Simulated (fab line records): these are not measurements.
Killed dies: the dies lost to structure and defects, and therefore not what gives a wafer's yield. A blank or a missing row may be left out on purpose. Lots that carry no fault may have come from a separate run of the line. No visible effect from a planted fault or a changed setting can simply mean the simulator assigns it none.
fab line records -- flow berkeley_cmos170
[record] lots = 15, wafers = 45, last_day = 13
route steps=331 shown NWELL@27 PWELL@49 ACTIVE@63
lots that met no fault: taken from a fault-free run of the same line
start_h: hours from the record's opening day to when the first of the lot's shown wafers began -- wait_h: how many hours have passed since the lot's step before this one -- " the same as in the row above -- L1.1+2: a single row standing in for several wafers -- - no value, or no start given -- * or withheld: withheld -- < > ~ a bound
route shown NAME@n: NAME is a module with steps in the file, n the number in the route of the first one -- usual: mean/standard deviation taken from wafers without a fault -- same: alike in all rows -- chamber/n: place in a boat -- sites: each site's reading -- _std_site: their standard deviation -- _edge_site: mean of outer sites minus mean of inner sites -- radius_mm: for every site, how far away it sits from the centre of the wafer -- mask NAME#n: copy n -- behind: the most recent tool/chamber to have shaped the wafer -- hold: the reason the lot was held/the length of the hold in hours/how it ended -- device: transistor that didn't switch, given as n, p or np -- end of line: the same wafers' tests at the end of the route -- a step without rows: its recipe alone -- killed: count of dies lost to structure and defects at first sort (not the wafer's yield) -- map: a wafer's dies, marking killed ones x, the rest . and places with no die _
set.NAME: the setting as run; set.NAME@STEP: as run at that earlier step -- model.NAME: the simulator's own value behind a step, which no gauge read
route steps across a sampled set of lots; one table per step, one row per wafer
services: the hour from which a tool's chamber was out of use, counted from the record's first day as start_h (under 0 if before that day), plus the number of hours and why
[[steps]]
[step UCB170_NWELL_ETCH_13]
[recipe] chemistry = CH3F/Ar/O2, target = Si3N4, stop_on = SiO2, CH3F_flow_sccm = 20, Ar_flow_sccm = 50, O2_flow_sccm = 7, pressure_mtorr = 50, rf_w = 450, target_depth_a = 2464, over_etch_frac = 0.1, time_s = 154
[usual] drypump_motor_current_A = 5.7/0.48, oes_product_au = 0.946/0.017, throttle_valve_pct = 8.06/0.11
lot.wafer,tool,chamber,start_h,wait_h,drypump_motor_current_A,oes_product_au,rf_hours_counter_h,throttle_valve_pct
L177.1,rie_diel-03,0,53.76,0.0,6.3,0.930,55,8.18
L177.4,rie_diel-03,0,53.76,0.0,6.3,0.931,-,8.18
L177.5,rie_diel-03,3,53.76,0.0,5.2,0.937,-,8.04
L178.3,rie_diel-01,1,53.98,0.0,5.5,0.934,66,8.00
L178.5,rie_diel-01,1,53.98,0.0,5.5,0.927,-,8.00
L178.6,rie_diel-01,2,53.98,0.0,5.9,0.962,-,8.08
L179.2,rie_diel-01,3,61.92,0.0,5.4,0.980,84,8.01
L179.3,rie_diel-01,2,61.92,0.0,5.9,0.961,97,8.07
L179.6,rie_diel-01,2,61.92,0.0,5.8,0.968,-,8.08
L181.3,rie_diel-04,0,70.22,0.0,5.0,0.967,136,8.00
L181.4,rie_diel-04,3,70.22,0.0,5.4,0.934,31,8.19
L181.5,rie_diel-04,1,70.22,0.0,5.6,0.930,-,8.14
L180.3,rie_diel-01,1,70.40,0.1,5.5,0.935,-,8.01
L180.4,rie_diel-01,3,70.40,0.1,5.4,0.984,-,8.02
L180.5,rie_diel-01,3,70.40,0.1,5.4,0.976,-,8.03
L182.1,rie_diel-04,1,75.91,0.0,5.6,0.920,30,8.13
L182.2,rie_diel-04,0,75.91,0.0,5.0,0.967,136,8.01
L182.3,rie_diel-04,2,75.91,0.0,6.3,0.953,11,7.77
L186.1,rie_diel-03,3,102.52,0.0,5.2,0.937,67,8.05
L186.2,rie_diel-03,2,102.52,0.0,6.5,0.957,123,8.18
L186.4,rie_diel-03,2,102.52,0.0,6.5,0.953,-,8.18
L188.2,rie_diel-04,3,103.70,0.0,5.4,0.940,32,8.17
L188.3,rie_diel-04,0,103.70,0.0,5.0,0.972,137,8.02
L188.5,rie_diel-04,1,103.70,0.0,5.6,0.908,-,8.13
L192.4,rie_diel-01,1,121.40,0.0,5.5,0.935,71,7.99
L192.5,rie_diel-01,0,121.40,0.0,5.5,0.935,-,7.98
L192.6,rie_diel-01,3,121.40,0.0,5.4,0.972,-,8.02
L190.3,rie_diel-03,2,121.68,0.0,6.6,0.961,124,8.20
L190.4,rie_diel-03,3,121.68,0.0,5.2,0.937,-,8.05
L190.6,rie_diel-03,2,121.68,0.0,6.5,0.972,-,8.20
L191.3,rie_diel-04,0,121.93,0.0,5.0,0.978,138,8.01
L191.4,rie_diel-04,3,121.93,0.0,5.4,0.935,33,8.18
L191.6,rie_diel-04,3,121.93,0.0,5.4,0.942,-,8.18
L193.1,rie_diel-03,2,131.41,0.0,6.5,0.953,125,8.19
L193.3,rie_diel-03,0,131.41,0.0,6.2,0.926,60,8.18
L193.4,rie_diel-03,3,131.41,0.0,5.2,0.925,-,8.05
L194.1,rie_diel-04,0,139.52,0.0,5.0,0.961,138,8.01
L194.3,rie_diel-04,1,139.52,0.0,5.6,0.910,32,8.14
L194.5,rie_diel-04,1,139.52,0.0,5.6,0.918,-,8.14
L196.2,rie_diel-01,1,139.79,0.0,5.5,0.935,72,8.00
L196.5,rie_diel-01,3,139.79,0.0,5.4,0.970,-,8.03
L196.6,rie_diel-01,2,139.79,0.0,5.9,0.950,-,8.06
L197.3,rie_diel-03,2,152.04,0.0,6.6,0.957,126,8.19
L197.5,rie_diel-03,2,152.04,0.0,6.5,0.950,-,8.20
L197.6,rie_diel-03,0,152.04,0.0,6.3,0.939,-,8.17
[step UCB170_PWELL_IMPLANT_15]
[recipe] species = B, dose_cm2 = 5e+12, energy_kev = 60, tilt_deg = 7
[usual] dose_ions_cm2 = 5e+12/5e+09, faraday_current_uA = 15.9/0.3, tilt_deg = 7.003/0.02
lot.wafer,tool,chamber,start_h,wait_h,dose_ions_cm2,faraday_current_uA,tilt_deg
L177.1,implanter-01,0,72.74,0.1,5.002e+12,15.5,7.001
L177.4,implanter-01,0,72.74,0.1,4.999e+12,15.8,7.048
L177.5,implanter-01,0,72.74,0.1,5e+12,16.3,7.011
L178.3,implanter-04,0,72.90,0.1,5.002e+12,16.3,6.993
L178.5,implanter-04,0,72.90,0.1,5.002e+12,16.2,6.996
L178.6,implanter-04,0,72.90,0.1,5e+12,15.7,7.000
L179.2,implanter-01,0,85.37,0.1,5.004e+12,15.8,6.982
L179.3,implanter-01,0,85.37,0.1,5.004e+12,15.6,7.012
L179.6,implanter-01,0,85.37,0.1,5.006e+12,16.2,7.002
L181.3,implanter-01,0,94.88,0.1,5.008e+12,16.2,6.970
L181.4,implanter-01,0,94.88,0.1,5.005e+12,15.8,6.966
L181.5,implanter-01,0,94.88,0.1,5.006e+12,15.6,6.997
L182.1,implanter-04,0,94.99,0.1,5.001e+12,15.5,6.964
L182.2,implanter-04,0,94.99,0.1,4.994e+12,15.4,6.989
L182.3,implanter-04,0,94.99,0.1,4.995e+12,16.2,6.989
L180.3,implanter-03,0,95.37,0.1,4.994e+12,15.2,7.005
L180.4,implanter-03,0,95.37,0.1,4.996e+12,16.1,6.979
L180.5,implanter-03,0,95.37,0.1,4.997e+12,16.2,7.003
L186.1,implanter-03,0,123.40,0.1,7.336e+12,23.2,7.020
L186.2,implanter-03,0,123.40,0.1,7.337e+12,22.9,7.052
L186.4,implanter-03,0,123.40,0.1,7.343e+12,23.6,7.020
L188.2,implanter-03,0,123.99,0.1,7.326e+12,23.3,6.971
L188.3,implanter-03,0,123.99,0.1,7.328e+12,22.8,6.990
L188.5,implanter-03,0,123.99,0.1,7.334e+12,23.3,7.001
L191.3,implanter-04,0,142.46,0.1,5e+12,15.7,7.012
L191.4,implanter-04,0,142.46,0.1,5.005e+12,15.9,6.988
L191.6,implanter-04,0,142.46,0.1,5.004e+12,16.0,7.023
L192.4,implanter-01,0,142.72,0.1,4.993e+12,15.8,7.001
L192.5,implanter-01,0,142.72,0.1,4.994e+12,16.0,7.007
L192.6,implanter-01,0,142.72,0.1,4.99e+12,15.9,6.996
L190.3,implanter-03,0,142.94,0.1,7.332e+12,23.3,6.993
L190.4,implanter-03,0,142.94,0.1,7.331e+12,22.9,6.986
L190.6,implanter-03,0,142.94,0.1,7.332e+12,24.1,6.973
L193.1,implanter-01,0,150.41,0.1,5.001e+12,15.3,6.995
L193.3,implanter-01,0,150.41,0.1,4.994e+12,16.0,7.000
L193.4,implanter-01,0,150.41,0.1,4.999e+12,16.2,6.993
L194.1,implanter-04,0,161.86,0.1,4.994e+12,15.4,7.027
L194.3,implanter-04,0,161.86,0.1,4.994e+12,15.1,6.977
L194.5,implanter-04,0,161.86,0.1,4.996e+12,15.5,7.031
L196.2,implanter-01,0,162.82,0.1,5.001e+12,15.3,7.009
L196.5,implanter-01,0,162.82,0.1,4.991e+12,16.0,7.005
L196.6,implanter-01,0,162.82,0.1,4.994e+12,16.3,6.996
L197.3,implanter-01,0,172.20,0.1,5.004e+12,15.8,7.004
L197.5,implanter-01,0,172.20,0.1,5.004e+12,16.4,7.012
L197.6,implanter-01,0,172.20,0.1,4.998e+12,16.4,7.001
[step UCB170_PWELL_TW_MEAS_17]
[usual] PWELL_TW = 379.7/1.6
lot.wafer,tool,chamber,start_h,wait_h,hold,PWELL_TW
L177.1,film_metro-04,-,72.99,0.1,-,380.0
L177.4,film_metro-04,-,72.99,0.1,-,378.5
L177.5,film_metro-04,-,72.99,0.1,-,379.3
L178.3,film_metro-03,-,73.12,0.1,-,381.1
L178.5,film_metro-03,-,73.12,0.1,-,377.2
L178.6,film_metro-03,-,73.12,0.1,-,378.7
L179.2,film_metro-04,-,85.61,0.1,-,380.8
L179.3,film_metro-04,-,85.61,0.1,-,380.4
L179.6,film_metro-04,-,85.61,0.1,-,377.3
L181.3,film_metro-01,-,95.10,0.1,-,378.7
L181.4,film_metro-01,-,95.10,0.1,-,377.5
L181.5,film_metro-01,-,95.10,0.1,-,382.0
L182.1,film_metro-01,-,95.24,0.1,-,380.5
L182.2,film_metro-01,-,95.24,0.1,-,382.6
L182.3,film_metro-01,-,95.24,0.1,-,380.8
L180.3,film_metro-03,-,95.59,0.1,-,378.6
L180.4,film_metro-03,-,95.59,0.1,-,380.4
L180.5,film_metro-03,-,95.59,0.1,-,378.4
L186.1,film_metro-04,-,123.65,0.1,await_dispo/0.2h/release,424.0
L186.2,film_metro-04,-,123.65,0.1,await_dispo/0.2h/release,425.4
L186.4,film_metro-04,-,123.65,0.1,await_dispo/0.2h/release,427.6
L186.1,film_metro-04,-,123.88,0.2,-,428.0
L186.2,film_metro-04,-,123.88,0.2,-,426.0
L186.4,film_metro-04,-,123.88,0.2,-,428.2
L188.2,film_metro-03,-,124.22,0.1,await_dispo/0.2h/release,423.1
L188.3,film_metro-03,-,124.22,0.1,await_dispo/0.2h/release,424.9
L188.5,film_metro-03,-,124.22,0.1,await_dispo/0.2h/release,423.6
L188.2,film_metro-03,-,124.45,0.2,-,423.1
L188.3,film_metro-03,-,124.45,0.2,-,426.2
L188.5,film_metro-03,-,124.45,0.2,-,423.1
L191.3,film_metro-04,-,142.68,0.1,-,380.7
L191.4,film_metro-04,-,142.68,0.1,-,380.8
L191.6,film_metro-04,-,142.68,0.1,-,378.3
L192.4,film_metro-01,-,142.93,0.1,-,380.9
L192.5,film_metro-01,-,142.93,0.1,-,380.4
L192.6,film_metro-01,-,142.93,0.1,-,381.3
L190.3,film_metro-04,-,143.16,0.1,await_dispo/0.2h/release,427.7
L190.4,film_metro-04,-,143.16,0.1,await_dispo/0.2h/release,426.5
L190.6,film_metro-04,-,143.16,0.1,await_dispo/0.2h/release,426.5
L190.3,film_metro-04,-,143.39,0.2,-,424.2
L190.4,film_metro-04,-,143.39,0.2,-,426.6
L190.6,film_metro-04,-,143.39,0.2,-,427.6
L193.1,film_metro-01,-,150.66,0.1,-,381.0
L193.3,film_metro-01,-,150.66,0.1,-,381.4
L193.4,film_metro-01,-,150.66,0.1,-,381.4
L194.1,film_metro-01,-,162.12,0.1,-,380.5
L194.3,film_metro-01,-,162.12,0.1,-,380.0
L194.5,film_metro-01,-,162.12,0.1,-,377.6
L196.2,film_metro-01,-,163.06,0.1,-,380.0
L196.5,film_metro-01,-,163.06,0.1,-,379.0
L196.6,film_metro-01,-,163.06,0.1,-,378.4
L197.3,film_metro-01,-,172.42,0.1,-,381.9
L197.5,film_metro-01,-,172.42,0.1,-,379.5
L197.6,film_metro-01,-,172.42,0.1,-,380.9
[step UCB170_ACTIVE_THK_MEAS_03]
[recipe] reads = SiO2_of_ACTIVE_OXIDATION_02
[usual] ACTIVE_OXIDE_THK = 26.3/0.52
lot.wafer,tool,chamber,start_h,wait_h,ACTIVE_OXIDE_THK[nm]
L177.1,film_metro-02,-,104.63,0.0,26.2
L177.4,film_metro-02,-,104.63,0.0,25.8
L177.5,film_metro-02,-,104.63,0.0,25.7
L178.3,film_metro-03,-,104.65,0.0,25.9
L178.5,film_metro-03,-,104.65,0.0,26.6
L178.6,film_metro-03,-,104.65,0.0,26.2
L179.2,film_metro-03,-,113.49,0.0,26.8
L179.3,film_metro-03,-,113.49,0.0,26.3
L179.6,film_metro-03,-,113.49,0.0,26.4
L180.3,film_metro-03,-,120.41,0.0,27.2
L180.4,film_metro-03,-,120.41,0.0,27.3
L180.5,film_metro-03,-,120.41,0.0,27.0
L181.3,film_metro-02,-,120.41,0.0,26.9
L181.4,film_metro-02,-,120.41,0.0,26.9
L181.5,film_metro-02,-,120.41,0.0,27.1
L182.1,film_metro-04,-,120.45,0.1,27.5
L182.2,film_metro-04,-,120.45,0.1,27.5
L182.3,film_metro-04,-,120.45,0.1,27.6
L186.1,film_metro-02,-,151.00,0.0,26.5
L186.2,film_metro-02,-,151.00,0.0,26.3
L186.4,film_metro-02,-,151.00,0.0,26.8
L188.2,film_metro-02,-,151.07,0.1,26.1
L188.3,film_metro-02,-,151.07,0.1,26.1
L188.5,film_metro-02,-,151.07,0.1,26.6
L190.3,film_metro-04,-,167.52,0.0,26.4
L190.4,film_metro-04,-,167.52,0.0,26.1
L190.6,film_metro-04,-,167.52,0.0,26.2
L192.4,film_metro-02,-,167.53,0.0,25.6
L192.5,film_metro-02,-,167.53,0.0,25.9
L192.6,film_metro-02,-,167.53,0.0,26.3
L191.3,film_metro-04,-,167.58,0.1,25.6
L191.4,film_metro-04,-,167.58,0.1,26.0
L191.6,film_metro-04,-,167.58,0.1,26.0
L193.1,film_metro-04,-,178.30,0.0,25.6
L193.3,film_metro-04,-,178.30,0.0,25.8
L193.4,film_metro-04,-,178.30,0.0,26.1
L194.1,film_metro-04,-,188.26,0.1,26.0
L194.3,film_metro-04,-,188.26,0.1,25.6
L194.5,film_metro-04,-,188.26,0.1,26.0
L196.2,film_metro-02,-,188.29,0.1,26.5
L196.5,film_metro-02,-,188.29,0.1,26.8
L196.6,film_metro-02,-,188.29,0.1,26.7
L197.3,film_metro-02,-,198.26,0.1,26.6
L197.5,film_metro-02,-,198.26,0.1,26.7
L197.6,film_metro-02,-,198.26,0.1,26.3
[step UCB170_ACTIVE_THK_MEAS_06]
[recipe] reads = Si3N4_of_ACTIVE_CVD_05
[usual] ACTIVE_NITRIDE_THK = 220.7/1.8
lot.wafer,tool,chamber,start_h,wait_h,ACTIVE_NITRIDE_THK[nm]
L177.1,film_metro-03,-,111.54,0.0,221.2
L177.4,film_metro-03,-,111.54,0.0,222.5
L177.5,film_metro-03,-,111.54,0.0,220.6
L178.3,film_metro-04,-,111.56,0.0,216.8
L178.5,film_metro-04,-,111.56,0.0,217.3
L178.6,film_metro-04,-,111.56,0.0,219.5
L179.2,film_metro-04,-,121.06,0.0,219.4
L179.3,film_metro-04,-,121.06,0.0,218.3
L179.6,film_metro-04,-,121.06,0.0,218.7
L182.1,film_metro-03,-,129.20,0.0,217.5
L182.2,film_metro-03,-,129.20,0.0,220.9
L182.3,film_metro-03,-,129.20,0.0,219.6
L181.3,film_metro-04,-,129.22,0.0,216.2
L181.4,film_metro-04,-,129.22,0.0,216.9
L181.5,film_metro-04,-,129.22,0.0,218.7
L180.3,film_metro-02,-,129.23,0.0,217.3
L180.4,film_metro-02,-,129.23,0.0,220.9
L180.5,film_metro-02,-,129.23,0.0,219.8
L186.1,film_metro-04,-,158.93,0.1,221.6
L186.2,film_metro-04,-,158.93,0.1,222.9
L186.4,film_metro-04,-,158.93,0.1,222.2
L188.2,film_metro-02,-,158.94,0.1,219.5
L188.3,film_metro-02,-,158.94,0.1,219.6
L188.5,film_metro-02,-,158.94,0.1,217.5
L192.4,film_metro-04,-,175.96,0.0,221.1
L192.5,film_metro-04,-,175.96,0.0,223.1
L192.6,film_metro-04,-,175.96,0.0,222.9
L190.3,film_metro-02,-,175.97,0.0,222.8
L190.4,film_metro-02,-,175.97,0.0,222.2
L190.6,film_metro-02,-,175.97,0.0,223.2
L191.3,film_metro-04,-,176.01,0.1,221.9
L191.4,film_metro-04,-,176.01,0.1,221.3
L191.6,film_metro-04,-,176.01,0.1,221.2
L193.1,film_metro-04,-,185.47,0.0,221.8
L193.3,film_metro-04,-,185.47,0.0,222.5
L193.4,film_metro-04,-,185.47,0.0,222.8
L194.1,film_metro-02,-,194.08,0.0,222.8
L194.3,film_metro-02,-,194.08,0.0,220.8
L194.5,film_metro-02,-,194.08,0.0,223.5
L196.2,film_metro-04,-,194.15,0.1,219.7
L196.5,film_metro-04,-,194.15,0.1,217.7
L196.6,film_metro-04,-,194.15,0.1,217.7
L197.3,film_metro-04,-,204.00,0.1,220.2
L197.5,film_metro-04,-,204.00,0.1,220.6
L197.6,film_metro-04,-,204.00,0.1,221.9
[[services]]
tool,chamber,start_h,hours,kind
rie_diel-01,0,54.94,21.2,repair
rie_diel-01,2,65.90,5.4,repair
implanter-04,-,73.05,1.9,repair
implanter-04,-,123.41,2.9,pm
rie_diel-03,1,127.93,-,clean
rie_diel-03,1,127.93,30.0,scheduled_down
rie_diel-03,1,127.93,30.0,vent_cycle
implanter-01,-,131.86,6.1,pm
implanter-04,-,153.07,1.9,repair
rie_diel-01,2,166.75,1.9,repair
[[key]]
[first_sign] step = UCB170_PWELL_IMPLANT_15, reading = dose_ions_cm2, direction = up, sigmas = 99+, usual = 5e+12, struck = 7.333e+12
[effect] step = UCB170_PWELL_IMPLANT_15, reading = faraday_current_uA, direction = up, sigmas = 24, usual = 15.9, struck = 23.3
[effect] step = UCB170_PWELL_TW_MEAS_17, reading = visit, direction = added
[effect] step = UCB170_PWELL_TW_MEAS_17, reading = PWELL_TW, direction = up, sigmas = 28, usual = 379.7, struck = 425.5
met_at UCB170_PWELL_IMPLANT_15
struck_lots L186,L188,L190
tester_left_out L186,L188,L190
not_acting_at UCB170_NWELL_ETCH_13,UCB170_ACTIVE_THK_MEAS_03,UCB170_ACTIVE_THK_MEAS_06
onset_between 95.37 123.40
[fault] kind = process_parameter_drift, tool = implanter-03, chamber = -, onset_h = 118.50, steps = UCB170_PWELL_IMPLANT_15, channel = dose_cm2, offset = 2.3342e+12, shape = step, end_h = 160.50, acts_in = these_recipes_only, stated = 5e+12
// tester_left_out: of these lots the tester's yield and bins aren't shown, on N5 and GAA mostly nor the transistor test; their killed dies are dies lost to structure and defects alone, not to doping, threshold or leakage, so they don't give the yield
